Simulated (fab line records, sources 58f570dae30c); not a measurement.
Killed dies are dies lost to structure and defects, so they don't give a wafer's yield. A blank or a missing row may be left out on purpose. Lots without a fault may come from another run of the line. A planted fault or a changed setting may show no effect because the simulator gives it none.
Which tool did it? | flow berkeley_cmos170 | 11 lots, 33 wafers sampled, at 6 steps of a route of 331

WHAT THE GAUGES READ, wafer by wafer
UCB170_CONTACT_OVL_MEAS_16. Usual: CONTACT_OVL -3 nm, standard deviation 5.7.
lot  | measured     | on         | CONTACT_OVL (nm) | flag
L649 | day 8 22:18  | overlay-02 | -2 -10 -9        |
L654 | day 9 14:29  | overlay-01 | 8 -1 -7          |
L659 | day 10 20:07 | overlay-02 | -8 -6 -3         |
L663 | day 11 11:04 | overlay-01 | -13 -11 -10      |
L660 | day 11 12:55 | overlay-02 | 9 -1 -4          |
L664 | day 12 21:46 | overlay-02 | -1 1 0           |
L665 | day 12 22:02 | overlay-02 | 0 -7 -2          |
L666 | day 13 11:50 | overlay-01 | -6 -1 -3         |
L667 | day 13 11:55 | overlay-02 | -3 -7 1          |
L669 | day 13 17:05 | overlay-02 | 3 -3 0           |
L668 | day 13 18:10 | overlay-02 | -6 -3 0          |

UCB170_M1_CD_MEAS_90: target cd 700 nm. Usual: cd_nm 700.1 nm, standard deviation 2.
lot  | measured     | on        | cd_nm (nm)        | flag
L649 | day 9 00:33  | cd_sem-01 | 692.6 691.0 689.7 | OFF
L654 | day 9 16:37  | cd_sem-01 | 692.1 691.5 690.9 | OFF
L659 | day 10 22:42 | cd_sem-02 | 697.7 699.7 698.6 |
L663 | day 11 13:28 | cd_sem-02 | 699.4 696.7 696.9 |
L660 | day 11 15:11 | cd_sem-01 | 701.3 700.9 701.8 |
L664 | day 13 03:56 | cd_sem-02 | 701.5 700.3 704.7 |
L665 | day 13 04:10 | cd_sem-02 | 699.6 699.2 698.9 |
L666 | day 13 14:01 | cd_sem-01 | 699.0 698.4 698.7 |
L667 | day 13 14:20 | cd_sem-02 | 701.0 701.2 702.1 |
L669 | day 13 19:38 | cd_sem-01 | 698.1 697.3 697.8 |
L668 | day 13 20:44 | cd_sem-01 | 700.2 699.0 698.8 |

UCB170_V1_THK_MEAS_01. Usual: V1_TEOS_THK 2004 nm, standard deviation 26.
lot  | measured     | on            | V1_TEOS_THK (nm) | flag
L649 | day 9 03:27  | film_metro-03 | 1975 1999 2016   |
L654 | day 9 18:14  | film_metro-03 | 1978 2039 1994   |
L659 | day 11 01:24 | film_metro-01 | 1979 1964 2007   |
L663 | day 11 15:56 | film_metro-02 | 1955 1977 2009   |
L660 | day 11 17:17 | film_metro-02 | 2038 2030 2029   |
L664 | day 13 05:32 | film_metro-03 | 2006 2065 2003   |
L665 | day 13 06:52 | film_metro-02 | 1996 2038 2003   |
L666 | day 13 15:37 | film_metro-01 | 1978 1989 2013   |
L667 | day 13 16:57 | film_metro-03 | 2006 2000 2046   |
L669 | day 13 21:14 | film_metro-03 | 2010 2026 2047   |
L668 | day 13 22:33 | film_metro-03 | 1963 1992 2004   |

WHICH TOOL RAN EACH LOT (tool, then ch and the chambers of the sampled wafers, then the start)
lot  | UCB170_CONTACT_STRIP_19              | UCB170_M1_METAL_ETCH_12           | UCB170_M1_STRIP_13
L649 | plasma_asher-02 ch 0,1, day 8 22:30  | rie_metal-03 ch 0,1, day 9 00:19  | plasma_asher-02 ch 0,1, day 9 00:27
L654 | plasma_asher-01 ch 0,1, day 9 14:41  | rie_metal-03 ch 0,1, day 9 16:23  | plasma_asher-02 ch 0,1, day 9 16:31
L659 | plasma_asher-02 ch 0,1, day 10 20:19 | rie_metal-02 ch 0,1, day 10 22:24 | plasma_asher-01 ch 0,1, day 10 22:32
L663 | plasma_asher-02 ch 0,1, day 11 11:15 | rie_metal-01 ch 0,1, day 11 13:13 | plasma_asher-03 ch 0,1, day 11 13:20
L660 | plasma_asher-04 ch 0,1, day 11 13:08 | rie_metal-02 ch 0,1, day 11 14:56 | plasma_asher-03 ch 0,1, day 11 15:04
L664 | plasma_asher-04 ch 0,1, day 12 21:58 | rie_metal-03 ch 0,1, day 13 03:41 | plasma_asher-01 ch 0,1, day 13 03:49
L665 | plasma_asher-01 ch 0,1, day 12 22:14 | rie_metal-02 ch 0,1, day 13 03:55 | plasma_asher-03 ch 0,1, day 13 04:04
L666 | plasma_asher-04 ch 0,1, day 13 12:02 | rie_metal-03 ch 0, day 13 13:47   | plasma_asher-02 ch 0,1, day 13 13:55
L667 | plasma_asher-01 ch 0,1, day 13 12:07 | rie_metal-02 ch 0,1, day 13 14:06 | plasma_asher-03 ch 0,1, day 13 14:14
L669 | plasma_asher-02 ch 0,1, day 13 17:17 | rie_metal-03 ch 0,1, day 13 19:22 | plasma_asher-02 ch 0,1, day 13 19:29
L668 | plasma_asher-04 ch 0,1, day 13 18:22 | rie_metal-02 ch 0,1, day 13 20:30 | plasma_asher-03 ch 0,1, day 13 20:38
- UCB170_CONTACT_STRIP_19: strips in O2.
- UCB170_M1_METAL_ETCH_12: etches Al in Cl2/BCl3, stops on PSG, target depth 780 nm, time 130 s.
- UCB170_M1_STRIP_13: strips in O2.

WHAT THE TOOLS THEMSELVES READ (means of the sampled wafers that have a number; where no wafer has one, the mark that the record gives instead)
UCB170_CONTACT_STRIP_19. Usual: drypump_motor_current_A 6.0 A, standard deviation 0.5; oes_product_au 0.725 a.u., standard deviation 0.0048.
lot  | tool            | drypump_motor_current_A (A) | oes_product_au (a.u.) | flag
L649 | plasma_asher-02 | 6.0                         | 0.724                 |
L654 | plasma_asher-01 | 5.5                         | 0.725                 |
L659 | plasma_asher-02 | 6.3                         | 0.723                 |
L663 | plasma_asher-02 | 6.3                         | 0.729                 |
L660 | plasma_asher-04 | 6.4                         | 0.725                 |
L664 | plasma_asher-04 | 6.4                         | 0.726                 |
L665 | plasma_asher-01 | 5.5                         | 0.730                 |
L666 | plasma_asher-04 | 6.4                         | 0.721                 |
L667 | plasma_asher-01 | 5.9                         | 0.732                 |
L669 | plasma_asher-02 | 6.3                         | 0.727                 |
L668 | plasma_asher-04 | 6.4                         | 0.729                 |

UCB170_M1_METAL_ETCH_12. Usual: drypump_motor_current_A 5.4 A, standard deviation 0.49; oes_product_au 0.851 a.u., standard deviation 0.011; run_length_s 158.6 s, standard deviation 0.37; throttle_valve_pct 24.24 %, standard deviation 0.21.
lot  | tool         | drypump_motor_current_A (A) | oes_product_au (a.u.) | run_length_s (s) | throttle_valve_pct (%) | flag
L649 | rie_metal-03 | 5.1                         | 0.708                 | 210.4            | 24.40                  | OFF
L654 | rie_metal-03 | 5.4                         | 0.714                 | 210.1            | 24.37                  | OFF
L659 | rie_metal-02 | 5.4                         | 0.864                 | 158.8            | 24.30                  |
L663 | rie_metal-01 | 5.7                         | 0.856                 | 158.3            | 24.10                  |
L660 | rie_metal-02 | 5.4                         | 0.857                 | 159.1            | 24.11                  |
L664 | rie_metal-03 | 5.4                         | 0.837                 | 158.4            | 24.28                  |
L665 | rie_metal-02 | 5.4                         | 0.849                 | 158.7            | 24.31                  |
L666 | rie_metal-03 | 4.7                         | 0.854                 | 158.4            | 24.38                  |
L667 | rie_metal-02 | 5.4                         | 0.848                 | 158.7            | 24.31                  |
L669 | rie_metal-03 | 5.1                         | 0.849                 | 158.5            | 24.35                  |
L668 | rie_metal-02 | 5.4                         | 0.852                 | 158.6            | 24.30                  |

UCB170_M1_STRIP_13. Usual: drypump_motor_current_A 5.7 A, standard deviation 0.62; oes_product_au 0.720 a.u., standard deviation 0.0049.
lot  | tool            | drypump_motor_current_A (A) | oes_product_au (a.u.) | flag
L649 | plasma_asher-02 | 6.0                         | 0.602                 | OFF
L654 | plasma_asher-02 | 6.0                         | 0.610                 | OFF
L659 | plasma_asher-01 | 5.9                         | 0.719                 |
L663 | plasma_asher-03 | 5.2                         | 0.719                 |
L660 | plasma_asher-03 | 5.6                         | 0.719                 |
L664 | plasma_asher-01 | 5.6                         | 0.722                 |
L665 | plasma_asher-03 | 5.2                         | 0.714                 |
L666 | plasma_asher-02 | 6.0                         | 0.719                 |
L667 | plasma_asher-03 | 5.2                         | 0.719                 |
L669 | plasma_asher-02 | 6.3                         | 0.717                 |
L668 | plasma_asher-03 | 5.2                         | 0.719                 |

THE ANSWER, worked out from the rows above alone
Rule: a lot is off if the mean of its wafers that have a number lies more than 3 standard deviations from the usual mean. A lot without any number at a reading at which 4 lots or more have one is off too. The other lots that the step has rows for count as sound. The gauges are gone through in route order, then the tools' own readings, and for those a lot's mean is taken as printed above. The first step at which some lot is off is used, and at that step the reading that is off furthest; a lot without a number counts as furthest.
Off: L649, L654, at UCB170_M1_CD_MEAS_90 (cd_nm).
A tool fits if, at a process step before that reading, it ran every lot that is off, and no sound lot after the first of them. The gauges at UCB170_M1_CD_MEAS_90 aren't tried: what is off there is off at UCB170_M1_METAL_ETCH_12 too, on other tools, and a gauge's error can't cause that. None of those tried fits.

WHAT THE SIMULATOR HAD PUT IN
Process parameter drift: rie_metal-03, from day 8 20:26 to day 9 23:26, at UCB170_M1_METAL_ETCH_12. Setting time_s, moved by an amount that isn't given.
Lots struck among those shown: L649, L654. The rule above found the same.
